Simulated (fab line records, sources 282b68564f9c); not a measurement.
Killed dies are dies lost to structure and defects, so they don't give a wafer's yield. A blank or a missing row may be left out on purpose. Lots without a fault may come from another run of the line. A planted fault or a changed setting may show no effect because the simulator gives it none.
A struck lot beside a sound one | flow rit_cmos | 15 steps out of a route of 202
Sound: wafers L552.1, L552.3, L552.5. Struck: wafers L562.2, L562.3, L562.5. The cause comes at the end.
At each step with rows: each side's tool, then ch and its chambers, then its first start. Under that, the readings that differ: sound wafers | struck wafers | difference of the means | sigmas: that difference in standard deviations of wafers without a fault.
alike: readings whose means differ by less than 2 such deviations, and words and numbers that are the same on both sides. not compared: withheld readings, readings that some wafer has no value for, bounds like >300 that may hide the same value, and numbers for which the record gives no deviation and whose values overlap.
The two part at a step that has a row with sigmas, a row that says differs or no value, or rows on one side only. Numbers that don't overlap but have no deviation are shown without sigmas and don't part them. A reading that every wafer of one side lacks parts them only if that side has two wafers or more.

RIT_GATE_THK_MEAS_07:
  sound on film_metro-01, day 3 16:23; struck on film_metro-04, day 5 13:21
  alike: GATE_OXIDE_THK
then, 1 step without rows for these wafers: RIT_GATE_CVD_08 (deposits poly-Si from SiH4, target thk 250 nm, time 2220 s).
RIT_GATE_THK_MEAS_09:
  sound on film_metro-01, day 3 18:48; struck on film_metro-04, day 5 15:02
  reading            | sound             | struck            | difference | sigmas
  GATE_POLY_THK (nm) | 240.6 241.4 242.6 | 236.5 236.0 235.9 | -5.4       | -2
then, 6 steps without rows for these wafers: RIT_GATE_HMDS_10 (prime time 60 s); RIT_GATE_COAT_11 (resist thk 850 nm); RIT_GATE_SOFTBAKE_12 (time 60 s); RIT_GATE_EXPOSE_13 (exposes mask M6, target cd 150 nm); RIT_GATE_PEB_14; RIT_GATE_DEVELOP_15 (develop time 50 s).
RIT_GATE_CD_MEAS_16: target cd 150 nm.
  sound on cd_sem-02, day 3 19:50; struck on cd_sem-01, day 5 16:11
  alike: cd_nm
RIT_GATE_OVL_MEAS_17:
  sound on overlay-01, day 3 19:57; struck on overlay-02, day 5 16:17
  alike: GATE_OVL
then, 1 step without rows for these wafers: RIT_GATE_HARDBAKE_18 (time 60 s).
RIT_GATE_ETCH_19: etches poly-Si in SF6/CHF3/O2, stops on SiO2, time 165 s, target depth 312.5 nm.
  sound on rie_si-01 ch 0,2,3, day 3 20:08; struck on rie_si-01 ch 0,1,3, day 5 16:33
  reading                                   | sound             | struck            | difference | sigmas
  model.NOVOLAK_of_GATE_COAT_11.thk_nm (nm) | 673.6 670.4 668.1 | 678.2 682.1 681.1 | +9.8       |
  alike: drypump_motor_current_A, oes_product_au, throttle_valve_pct
  not compared: rf_hours_counter_h
RIT_GATE_STRIP_20: strips in O2, time 180 s.
  sound on plasma_asher-01 ch 0,1, day 3 20:14; struck on plasma_asher-02 ch 0,1, day 5 16:40
  alike: drypump_motor_current_A
  not compared: rf_hours_counter_h
RIT_M1_PROBE_99:
  sound on prober-01, day 4 18:37; struck on prober-01, day 6 12:38
  reading                                          | sound                | struck               | difference | sigmas
  killed_at_M0_to_M3                               | 1 0 0                | 0 0 0                | +0         | -3
  model.etest.poly_comb_over_steps.leak_log10_a_um | -12.86 -12.75 -12.66 | -10.19 -8.724 -8.629 | +3.58      |
  alike: killed_at_front_end, killed_dies, killed_open, killed_short

WHERE THEY PART
First at RIT_GATE_THK_MEAS_09; last, within this record, at RIT_M1_PROBE_99.

WHY: what the simulator had put in
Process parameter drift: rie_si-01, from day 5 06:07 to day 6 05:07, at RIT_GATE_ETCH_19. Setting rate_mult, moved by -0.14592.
